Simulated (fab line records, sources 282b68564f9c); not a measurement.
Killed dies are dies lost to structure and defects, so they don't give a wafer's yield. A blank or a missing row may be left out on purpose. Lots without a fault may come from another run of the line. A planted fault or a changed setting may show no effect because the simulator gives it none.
One fault seen from 2 desks | flow rit_cmos | each desk has only its own numbers; what lay behind them comes last

THE METROLOGY DESK
What the gauges read, lot by lot, whatever tool the lot ran on: means of the sampled wafers that have a number. A lot is out of limits, marked OUT, if its mean lies more than 4 standard deviations from the usual mean; the brackets give that distance.
Columns: A = FOX2_OXIDE_THK at RIT_FOX2_THK_MEAS_01, usual 336 nm; B = PWELL_OVL at RIT_PWELL_OVL_MEAS_06, usual -0.1 nm; C = cd_nm at RIT_M1_CD_MEAS_90, usual 2600.9 nm
lot  | first seen here | A   | B    | C
L861 | day 2 07:27     | 338 | 1.3  | 2598.8
L862 | day 2 07:28     | 339 | -0.5 | 2599.1
L863 | day 2 12:30     | 329 | 1.5  | 2600.3
L864 | day 2 15:53     | 333 | -1.0 | 2600.2
L865 | day 2 21:08     | 339 | -0.2 | 2600.4
L867 | day 3 07:47     | 343 | -1.1 | 2601.2
L868 | day 3 11:17     | 337 | 0.0  | 2600.9
L869 | day 3 19:53     | 334 | -0.6 | 2601.9
L870 | day 3 23:02     | 331 | -0.2 | 2605.1
L871 | day 4 07:14     | 321 | -1.0 | 2599.9
L873 | day 4 13:52     | 345 | -0.4 | 2603.2
L875 | day 5 01:11     | 330 | -0.4 | 2601.0
L876 | day 5 06:10     | 337 | -    | 2600.1
L877 | day 5 09:27     | 325 | -    | 2601.7
This desk's finding: nothing out of limits on any of the 14 lots.

THE TOOL OWNER'S DESK: litho_track-03
The tool's own readings at RIT_PWELL_COAT_01 (resist thk 1300 nm): means of the sampled wafers that have a number, for each lot that ran on this tool. A lot is out of limits, marked OUT, if its mean lies more than 4 standard deviations from the usual mean; the brackets give that distance.
Columns: A = chill_plate_temp_C at RIT_PWELL_COAT_01, usual 23.00 C; B = dispense_pressure_kPa at RIT_PWELL_COAT_01, usual 51.7 kPa
lot  | first seen here | A     | B
L861 | day 2 10:17     | 22.90 | 49.1
L863 | day 2 15:13     | 23.02 | 49.2
L868 | day 3 14:01     | 23.02 | 49.2
L870 | day 4 01:49     | 22.95 | 49.1
This desk's finding: nothing out of limits on any of the 4 lots.

PUT TOGETHER
The metrology desk saw nothing out of limits.
The tool owner's desk saw nothing out of limits.

WHAT THE SIMULATOR HAD PUT IN
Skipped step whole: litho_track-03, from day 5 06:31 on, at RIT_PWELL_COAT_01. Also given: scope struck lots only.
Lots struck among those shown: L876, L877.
